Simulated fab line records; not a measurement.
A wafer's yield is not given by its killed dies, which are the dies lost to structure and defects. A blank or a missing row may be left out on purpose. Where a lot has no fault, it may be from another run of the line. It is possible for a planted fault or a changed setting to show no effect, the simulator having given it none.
fab line records / flow rit_cmos
[record] lots = 13 wafers = 39 last_day = 7
route steps=202 shown PWELL@42 M1@202
lots with no fault: from the same line, run without faults
start_h: start of the lot's first displayed wafer, in hours after the record's first day / wait_h: how many hours have passed since the lot's step before this one / " as in the row above / L1.1+2: several wafers, shown together as one row / - value missing, or start not given / * or withheld: withheld / < > ~ a bound
route shown NAME@n: a module of which the file shows steps, and the number in the route of the first / usual: mean and standard deviation over wafers with no fault / same: alike in all rows / chamber/n: place in a boat / sites: readings site by site / _std_site: standard deviation across them / _edge_site: outer sites' mean less inner sites' / radius_mm: how far each site lies from the wafer's centre / mask NAME#n: copy n / behind: the tool/chamber that last shaped the wafer / hold: why the lot went on hold/how many hours it stayed there/how the hold came to an end / device: the n, p or np transistor that did not switch / end of line: at the end of the route, the tests of the same wafers / a step without rows: its recipe alone / killed: at the first sort, the dies lost to defects and structure; wafer yield is something else / map: a wafer's dies, marking killed ones x, the rest . and places with no die _
set.NAME: setting as actually run; set.NAME@STEP: the setting as run at that earlier step / model.NAME: the simulator's own value behind a step, which no gauge read
route steps across a sampled set of lots; one table per step, one row per wafer
services: a tool's chamber out of use, with start hour (start_h, from the record's first day; less than 0 if before it), hours out, and reason
[[steps]]
[step RIT_PWELL_EXPOSE_03]
[recipe] mask_id = M3 na = 0.57 target_cd_nm = 43700 dose_mj = 250
lot.wafer=L866.4+5+6 tool=iline_stepper-02 chamber=0 start_h=22.43 wait_h=0.2 mask=M3#0
lot.wafer=L867.3+5+6 tool=iline_stepper-02 chamber=0 start_h=29.78 wait_h=0.1 mask=M3#0
lot.wafer=L868.2+4+5 tool=iline_stepper-01 chamber=0 start_h=32.88 wait_h=0.2 mask=M3#0
lot.wafer=L870.2+3+6 tool=iline_stepper-01 chamber=0 start_h=41.76 wait_h=0.2 mask=M3#0
lot.wafer=L871.3+4+5 tool=iline_stepper-01 chamber=0 start_h=46.51 wait_h=0.1 mask=M3#0
lot.wafer=L875.2+3+5 tool=iline_stepper-02 chamber=0 start_h=67.50 wait_h=0.1 mask=M3#0
lot.wafer=L876.1+4+5 tool=iline_stepper-02 chamber=0 start_h=71.84 wait_h=0.1 mask=M3#0
lot.wafer=L877.1+3+4 tool=iline_stepper-02 chamber=0 start_h=76.55 wait_h=0.1 mask=M3_R1#0
lot.wafer=L881.1+3+4 tool=iline_stepper-01 chamber=0 start_h=98.20 wait_h=0.2 mask=M3#0
lot.wafer=L886.2+4+5 tool=iline_stepper-01 chamber=0 start_h=122.15 wait_h=0.1 mask=M3#0
lot.wafer=L887.1+4+6 tool=iline_stepper-02 chamber=0 start_h=129.95 wait_h=0.2 mask=M3#0
lot.wafer=L888.1+2+4 tool=iline_stepper-01 chamber=0 start_h=131.92 wait_h=0.2 mask=M3#0
lot.wafer=L889.4+5+6 tool=iline_stepper-01 chamber=0 start_h=138.13 wait_h=0.1 mask=M3#0
[step RIT_M1_PROBE_99]
[usual] killed_at_contacts = 0.1/0.25 killed_at_front_end = 7.1/2.9 killed_dies = 7.2/2.9 killed_open = 3.6/1.9 killed_short = 3.5/1.9
[same] gross_dies = 264 killed_at_M0_to_M3 = 0 killed_at_M4_up = 0 killed_at_back_side = 0 killed_at_other = 0
lot.wafer=L875.2 tool=prober-02 chamber=- start_h=102.50 wait_h=0.1 killed_at_contacts=0 killed_at_front_end=7 killed_dies=7 killed_open=4 killed_short=3
lot.wafer=L875.3 tool=prober-02 chamber=- start_h=102.55 wait_h=0.2 killed_at_contacts=0 killed_at_front_end=5 killed_dies=5 killed_open=3 killed_short=2
lot.wafer=L875.5 tool=prober-02 chamber=- start_h=102.65 wait_h=0.2 killed_at_contacts=0 killed_at_front_end=4 killed_dies=4 killed_open=3 killed_short=1
// killed by level:class
L875.2 GATE:geometric_particle:open=2 FOX2:geometric_particle:short=1 GATE:geometric_particle:short=1 REOX:geometric_particle:short=1 SPACER:geometric_particle:open=1 SILICIDE:geometric_particle:open=1
L875.3 REOX:geometric_particle:short=2 FOX1:geometric_particle:open=1 GATE:geometric_particle:open=1 REOX:geometric_particle:open=1
L875.5 FOX1:geometric_particle:open=1 GATE:geometric_particle:open=1 REOX:geometric_particle:open=1 SILICIDE:geometric_particle:short=1
[[services]]
tool=iline_stepper-02 chamber=- start_h=1.70 hours=7.3 kind=repair
tool=iline_stepper-02 chamber=0 start_h=7.80 hours=- kind=calibration
tool=iline_stepper-01 chamber=- start_h=18.87 hours=1.3 kind=repair
tool=iline_stepper-02 chamber=- start_h=63.14 hours=1.7 kind=pm
tool=iline_stepper-01 chamber=- start_h=72.65 hours=4.4 kind=pm
tool=iline_stepper-02 chamber=- start_h=123.64 hours=2.7 kind=repair
[[key]]
[first_sign] step = RIT_PWELL_EXPOSE_03 reading = mask direction = changed
effect none on later readings
met_at RIT_PWELL_EXPOSE_03
struck_lots L877
tester_left_out L877
onset_between 71.84 76.55
[fault] kind = wrong_mask tool = any chamber = - onset_h = 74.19 steps = RIT_PWELL_EXPOSE_03 aux_copy = M3_R1#0 cd_offset_nm = -350 scope = struck_lots_only
// tester_left_out: of these lots the tester's yield and bins aren't shown, on N5 and GAA mostly nor the transistor test; their killed dies are dies lost to structure and defects alone, not to doping, threshold or leakage, so they don't give the yield
